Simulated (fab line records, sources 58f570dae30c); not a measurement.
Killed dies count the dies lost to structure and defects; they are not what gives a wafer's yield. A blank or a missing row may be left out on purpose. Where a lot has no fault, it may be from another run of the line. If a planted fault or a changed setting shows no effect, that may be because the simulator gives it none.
Lot-split experiment	flow berkeley-cmos170	23 wafers read across 5 lots, on a route 331 steps long

== ABOUT THE SPLIT ==
At UCB170_V2_CVD_00 (deposits SiO2 from TEOS/O2, target thk 2000 nm, time 250 s), the setting time-s was moved away from the recipe's 250 s on 9 of the 23 wafers read, by -8.6% to +14.8%. All remaining wafers had this setting at the recipe value.

There is no step in the file separating the split from the reading.

== THE READING ==
V2_TEOS_THK at UCB170_V2_THK_MEAS_01, in nm. A value of 1986 nm with a standard deviation of 27 nm is what fault-free wafers of this fab line usually give.

wafer	tool, chamber at the split	time-s as run, s	against the recipe	V2_TEOS_THK, nm	against lot-mates on the recipe
L077.1	pecvd-03, 1	277.1	+10.8%	2224	+212
L077.2	pecvd-03, 2	250	recipe	1993	-
L077.3	pecvd-03, 0	277.1	+10.8%	2156	+144
L077.5	pecvd-03, 1	250	recipe	2032	-
L077.6	pecvd-03, 0	250	recipe	2011	-
L079.1	pecvd-02, 1	250	recipe	1931	-
L079.2	pecvd-02, 2	250	recipe	1949	-
L079.3	pecvd-02, 0	287	+14.8%	2239	+299
L079.5	pecvd-02, 0	287	+14.8%	2260	+320
L079.6	pecvd-02, 2	287	+14.8%	2251	+311
L080.1	pecvd-03, 0	228.5	-8.6%	1807	-199
L080.2	pecvd-03, 2	250	recipe	1999	-
L080.3	pecvd-03, 1	228.5	-8.6%	1841	-165
L080.5	pecvd-03, 0	250	recipe	2014	-
L080.6	pecvd-03, 1	250	recipe	2004	-
L085.2	pecvd-04, 1	250	recipe	1957	-
L085.5	pecvd-04, 2	250	recipe	2021	-
L085.6	pecvd-04, 1	250	recipe	1998	-
L084.1	pecvd-02, 0	229.7	-8.1%	1778	-184
L084.3	pecvd-02, 1	250	recipe	1962	-
L084.4	pecvd-02, 2	229.7	-8.1%	1774	-188
L084.5	pecvd-02, 1	250	recipe	1947	-
L084.6	pecvd-02, 0	250	recipe	1976	-

THE FIT
A straight line over all 23 wafers: V2_TEOS_THK changes by +19.3 nm for each +1% of time-s; r = +0.98; the points scatter about the line by 32 nm.
The same after taking each lot's own level away (the mean of its wafers on the recipe; 23 wafers): +20.4 nm for each +1%; r = +0.99; scatter 23 nm.
Per that fit: largest time-s move, reading shift of 3e+02 nm.
From 1940.0 to 2012.0 nm: that is the span of the lots' own levels, equal to 2.7 times the standard deviation above.
The two slopes are in agreement: the lot-to-lot level therefore moves the slope only a little.
Check: for one of the wafers moved furthest among these (+14.8%), held out of the fit, the line's prediction against its lot-mates is +297 nm. It came out at +299 nm against them.

== THESE WAFERS: OTHER SPLITS ==
Other splits were also applied to these wafers ahead of the reading. Each is held against what the fit with the lots' levels taken away leaves over:
other split on the same wafers	wafers away from the commonest value	r with V2_TEOS_THK (lot level and that fit taken away)
UCB170_NSD_EXPOSE_03 dose-mj	7	+0.01
UCB170_CONTACT_CVD_01 sih4-flow-sccm	18	+0.01
UCB170_CONTACT_ETCH_17 source-w	7	+0.14
UCB170_M1_SPUTTER_00 time-s	9	-0.47
UCB170_V1_ETCH_14 time-s	6	-0.19
UCB170_M2_EXPOSE_12 dose-mj	5	+0.00

== THE WHOLE CHAIN: every reading that the file lists as answering this split, in the file's order ==
step	what it does	reading	change (the file's fit)	r (the file's)
UCB170_V2_CVD_00	deposits SiO2 from TEOS/O2, target thk 2000 nm, time 250 s	SiO2_of_V2_CVD_00.thk-nm (the simulator's own value, which no gauge read)	+19.9 nm for each +1% of the setting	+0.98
UCB170_V2_THK_MEAS_01		V2_TEOS_THK	+20.1 for each +1% of the setting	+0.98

== FILE'S OWN FIT ==
V2_TEOS_THK changes by +20.1 nm for each +1% of time-s, r = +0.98.
